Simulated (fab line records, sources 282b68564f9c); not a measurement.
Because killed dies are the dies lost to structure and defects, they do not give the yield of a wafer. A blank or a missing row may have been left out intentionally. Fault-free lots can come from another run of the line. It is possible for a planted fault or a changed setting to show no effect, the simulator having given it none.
Which tool is to blame?	flow rit-cmos	14 lots, 42 wafers sampled, at 2 steps of a route of 202

## WHAT THE GAUGES SHOWED, per wafer
RIT_ACTIVE_THK_MEAS_02.
lot	measured	on	ACTIVE_OXIDE_THK (nm)
L726	day 1 17:04	film-metro-03	46.3 46.7 46.2
L727	day 1 22:03	film-metro-02	45.2 44.3 45.1
L728	day 2 03:03	film-metro-01	45.9 46.4 46.6
L729	day 2 08:04	film-metro-02	46.6 46.1 46.2
L730	day 2 13:03	film-metro-03	47.4 47.3 47.7
L731	day 2 18:03	film-metro-03	46.3 46.8 46.1
L733	day 3 04:05	film-metro-03	45.9 45.9 47.3
L734	day 3 09:04	film-metro-03	47.2 46.4 46.4
L738	day 4 05:04	film-metro-03	47.0 46.7 46.8
L741	day 4 21:20	film-metro-03	28.9 28.3 28.7
L743	day 5 07:05	film-metro-03	29.2 29.9 30.6
L744	day 5 11:56	film-metro-02	47.7 47.2 47.8
L747	day 6 03:08	film-metro-02	47.8 48.9 48.0
L748	day 6 07:04	film-metro-02	47.5 48.4 47.8

## TOOL THAT RAN EACH LOT (tool first, then ch and the chambers of the sampled wafers, then the start)
lot	RIT_ACTIVE_OXIDATION_01
L726	furnace-03 ch 0, day 1 15:07
L727	furnace-03 ch 0, day 1 20:07
L728	furnace-03 ch 0, day 2 01:07
L729	furnace-03 ch 0, day 2 06:07
L730	furnace-04 ch 0, day 2 11:07
L731	furnace-04 ch 0, day 2 16:07
L733	furnace-01 ch 0, day 3 02:07
L734	furnace-03 ch 0, day 3 07:07
L738	furnace-04 ch 0, day 4 03:07
L741	furnace-03 ch 0, day 4 19:24
L743	furnace-03 ch 0, day 5 05:10
L744	furnace-04 ch 0, day 5 09:59
L747	furnace-04 ch 0, day 6 01:11
L748	furnace-01 ch 0, day 6 05:07
- RIT_ACTIVE_OXIDATION_01: target thk 46.8 nm, ox time 3360 s.

## AS READ BY THE TOOLS THEMSELVES (means over the sampled wafers that have a number; for cases with no such wafer, the mark the record gives instead)
RIT_ACTIVE_OXIDATION_01.
lot	tool	tube_center_temp_C_max
L726	furnace-03	1002.9
L727	furnace-03	1002.9
L728	furnace-03	1002.2
L729	furnace-03	1002.5
L730	furnace-04	1002.4
L731	furnace-04	1002.3
L733	furnace-01	1003.2
L734	furnace-03	1002.6
L738	furnace-04	1003.2
L741	furnace-03	1002.2
L743	furnace-03	1002.3
L744	furnace-04	1002.2
L747	furnace-04	1002.4
L748	furnace-01	1003.1

## THE ANSWER, worked out from the rows above alone
Rule: the lots themselves supply what counts as usual. The widest of any qualifying gaps counts: lots, ordered by their means at a reading, are off when they make up no more than a third of the lots, leave a main group of 4 or more, and stand apart from it by 3 or more times the standard deviation of that group's means. If all means in a main group match to the digits the tables above print for the reading, that group is not used. A lot without any number at a reading at which 4 lots or more have one is off too. Where the step has rows for the other lots, those lots are counted as sound. First the gauges in route order, then the tools' own readings, where a lot's mean is used as printed above. At the first step where some lot is off, the reading lying furthest off is the one used; lots without a number count as furthest.
Off: at RIT_ACTIVE_THK_MEAS_02 (ACTIVE_OXIDE_THK), L741, L743. Mean 46.8 nm and standard deviation 0.87 in the main group.
A tool fits if, at a process step before that reading, it ran every lot that is off, and no sound lot after the first of them. Gauges at RIT_ACTIVE_THK_MEAS_02: tried the same way as those tools. Can't be told from this: 2 tools fit, furnace-03 at RIT_ACTIVE_OXIDATION_01, film-metro-03 at RIT_ACTIVE_THK_MEAS_02.

## WHAT THE SIMULATOR PUT IN
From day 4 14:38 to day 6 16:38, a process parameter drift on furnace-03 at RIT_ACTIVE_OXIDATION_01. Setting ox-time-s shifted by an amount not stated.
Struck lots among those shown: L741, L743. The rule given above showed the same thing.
